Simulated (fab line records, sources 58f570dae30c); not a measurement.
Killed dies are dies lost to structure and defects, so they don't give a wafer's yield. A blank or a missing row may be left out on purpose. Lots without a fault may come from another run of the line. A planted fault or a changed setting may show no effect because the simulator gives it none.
Which tool did it? | flow berkeley_cmos170 | 15 lots, 45 wafers sampled, at 4 steps of a route of 331

WHAT THE GAUGES READ, wafer by wafer
UCB170_PLDD_OVL_MEAS_07. Usual: PLDD_OVL -5 nm, standard deviation 5.6.
lot  | measured     | on         | PLDD_OVL (nm) | flag
L916 | day 6 07:41  | overlay-02 | 12 4 9        |
L917 | day 6 08:17  | overlay-01 | -5 4 -5       |
L919 | day 6 07:48  | overlay-01 | -3 0 3        |
L923 | day 7 05:31  | overlay-01 | -3 -5 -10     |
L924 | day 8 00:44  | overlay-02 | -14 -10 -11   |
L925 | day 7 22:20  | overlay-01 | 2 2 -1        |
L926 | day 8 00:07  | overlay-02 | -4 -16 -13    |
L927 | day 7 23:31  | overlay-01 | -1 3 -3       |
L929 | day 7 23:55  | overlay-01 | -5 -1 -8      |
L930 | day 8 22:17  | overlay-02 | 4 -3 0        |
L934 | day 10 01:19 | overlay-01 | -7 -1 -13     |
L939 | day 10 22:33 | overlay-01 | -21 -5 -4     |

UCB170_NLDD_CD_MEAS_06: target cd 1200 nm. Usual: cd_nm 1200.1 nm, standard deviation 1.6.
lot  | measured     | on        | cd_nm (nm)           | flag
L916 | day 6 10:09  | cd_sem-02 | 1203.0 1201.7 1200.3 |
L917 | day 6 11:02  | cd_sem-02 | 1199.9 1202.4 1203.4 |
L919 | day 6 10:16  | cd_sem-02 | 1198.7 1200.0 1198.6 |
L923 | day 7 08:57  | cd_sem-02 | 1199.5 1200.1 1200.6 |
L924 | day 8 02:17  | cd_sem-01 | 1202.4 1203.2 1201.1 |
L925 | day 8 00:52  | cd_sem-01 | 1199.1 1199.5 1199.2 |
L926 | day 8 02:03  | cd_sem-01 | 1199.7 1200.6 1200.0 |
L927 | day 8 01:41  | cd_sem-01 | 1200.6 1199.7 1200.7 |
L929 | day 8 01:57  | cd_sem-01 | 1200.1 1199.6 1200.4 |
L930 | day 8 23:56  | cd_sem-02 | 1201.7 1201.0 1202.2 |
L934 | day 10 03:05 | cd_sem-01 | 1198.7 1198.8 1199.0 |
L939 | day 11 01:03 | cd_sem-02 | 1200.4 1199.5 1200.3 |

WHICH TOOL RAN EACH LOT (tool, then ch and the chambers of the sampled wafers, then the start)
lot  | UCB170_NWELL_ETCH_13              | UCB170_FIELD_ANNEAL_03
L916 | rie_diel-01 ch 0,2,3, day 2 13:37 | furnace-01 ch 0, day 4 22:23
L917 | rie_diel-01 ch 0,2,3, day 2 17:11 | furnace-01 ch 0, day 4 22:23
L919 | rie_diel-01 ch 0,1, day 2 21:56   | furnace-01 ch 0, day 5 03:46
L923 | rie_diel-04 ch 0,2,3, day 3 16:22 | furnace-01 ch 0, day 5 21:44
L924 | rie_diel-01 ch 1,2,3, day 4 02:50 | furnace-01 ch 0, day 6 11:39
L925 | rie_diel-04 ch 0,1,2, day 4 03:03 | furnace-01 ch 0, day 6 11:39
L926 | rie_diel-02 ch 0,1,3, day 4 10:50 | furnace-02 ch 0, day 6 17:29
L927 | rie_diel-02 ch 2,3, day 4 15:43   | furnace-02 ch 0, day 6 17:29
L929 | rie_diel-02 ch 0,1, day 4 20:02   | furnace-02 ch 0, day 6 17:29
L930 | rie_diel-02 ch 0,1, day 5 06:32   | furnace-02 ch 0, day 7 14:51
L934 | rie_diel-01 ch 1,2, day 6 02:25   | furnace-04 ch 0, day 8 12:16
L936 | rie_diel-04 ch 1,2,3, day 6 06:46 | furnace-04, day 8 20:50
L938 | rie_diel-02 ch 0,1,2, day 6 20:11 | furnace-04, day 8 23:26
L937 | rie_diel-01 ch 0,2, day 6 20:18   | furnace-01, day 9 08:07
L939 | rie_diel-04 ch 1,3, day 6 23:05   | furnace-01 ch 0, day 9 08:07
- UCB170_NWELL_ETCH_13: etches Si3N4 in CH3F/Ar/O2, stops on SiO2, target depth 246.4 nm, time 154 s.
- UCB170_FIELD_ANNEAL_03: time 1200 s.

WHAT THE TOOLS THEMSELVES READ (means of the sampled wafers that have a number; where no wafer has one, the mark that the record gives instead)
UCB170_NWELL_ETCH_13. Usual: drypump_motor_current_A 5.7 A, standard deviation 0.45; oes_product_au 0.940 a.u., standard deviation 0.016; throttle_valve_pct 8.15 %, standard deviation 0.11.
lot  | tool        | drypump_motor_current_A (A) | oes_product_au (a.u.) | throttle_valve_pct (%) | flag
L916 | rie_diel-01 | 5.7                         | 0.929                 | 8.21                   |
L917 | rie_diel-01 | 5.7                         | 0.933                 | 8.20                   |
L919 | rie_diel-01 | 5.6                         | 0.943                 | 8.14                   |
L923 | rie_diel-04 | 5.6                         | 0.944                 | 8.15                   |
L924 | rie_diel-01 | 6.0                         | 0.939                 | 8.21                   |
L925 | rie_diel-04 | 5.8                         | 0.938                 | 8.18                   |
L926 | rie_diel-02 | 5.7                         | 0.962                 | 8.07                   |
L927 | rie_diel-02 | 5.7                         | 0.946                 | 8.16                   |
L929 | rie_diel-02 | 5.5                         | 0.939                 | 8.03                   |
L930 | rie_diel-02 | 5.4                         | 0.941                 | 8.02                   |
L934 | rie_diel-01 | 6.3                         | 0.935                 | 8.17                   |
L936 | rie_diel-04 | 5.8                         | 0.927                 | 8.07                   |
L938 | rie_diel-02 | 5.5                         | 0.950                 | 8.13                   |
L937 | rie_diel-01 | 6.0                         | 0.942                 | 8.16                   |
L939 | rie_diel-04 | 5.9                         | 0.933                 | 7.99                   |

UCB170_FIELD_ANNEAL_03. Usual: spike_tc_centre_C 1001.9 C, standard deviation 1.2; spike_tc_load_C 1023.1 C, standard deviation 1.7; tube_center_temp_C 1000 C, standard deviation 0.09; zone_power_source_pct 34 %, standard deviation 4.5.
lot  | tool       | spike_tc_centre_C (C) | spike_tc_load_C (C) | tube_center_temp_C (C) | zone_power_source_pct (%) | flag
L916 | furnace-01 | 1002.5                | 1023.9              | 1000                   | 31                        |
L917 | furnace-01 | 1000.8                | 1024.9              | 1000                   | 31                        |
L919 | furnace-01 | 1000.8                | 1024.6              | 1000                   | 31                        |
L923 | furnace-01 | 1001.6                | 1024.7              | 1000                   | 30                        |
L924 | furnace-01 | 1001.7                | 1024.3              | 1000                   | 31                        |
L925 | furnace-01 | 1001.4                | 1024.9              | 1000                   | 31                        |
L926 | furnace-02 | 1002.4                | 1021.3              | 1000                   | 34                        |
L927 | furnace-02 | 1002.5                | 1021.2              | 1000                   | 34                        |
L929 | furnace-02 | 1002.3                | 1021.4              | 1000                   | 34                        |
L930 | furnace-02 | 1001.6                | 1022.4              | 1000                   | 34                        |
L934 | furnace-04 | 1002.0                | 1022.4              | 1000                   | 43                        |
L936 | furnace-04 | -                     | -                   | -                      | -                         | OFF
L938 | furnace-04 | -                     | -                   | -                      | -                         | OFF
L937 | furnace-01 | -                     | -                   | -                      | -                         | OFF
L939 | furnace-01 | 1000.7                | 1023.3              | 1000                   | 31                        |

THE ANSWER, worked out from the rows above alone
Rule: a lot is off if the mean of its wafers that have a number lies more than 3 standard deviations from the usual mean. A lot without any number at a reading at which 4 lots or more have one is off too. The other lots that the step has rows for count as sound. The gauges are gone through in route order, then the tools' own readings, and for those a lot's mean is taken as printed above. The first step at which some lot is off is used, and at that step the reading that is off furthest; a lot without a number counts as furthest.
Off: L936, L938, L937, at UCB170_FIELD_ANNEAL_03 (spike_tc_centre_C). Without a number there: L936, L938, L937.
A tool fits if, at that step or a process step before it, it ran every lot that is off, and no sound lot after the first of them. None of those tried fits.

WHAT THE SIMULATOR HAD PUT IN
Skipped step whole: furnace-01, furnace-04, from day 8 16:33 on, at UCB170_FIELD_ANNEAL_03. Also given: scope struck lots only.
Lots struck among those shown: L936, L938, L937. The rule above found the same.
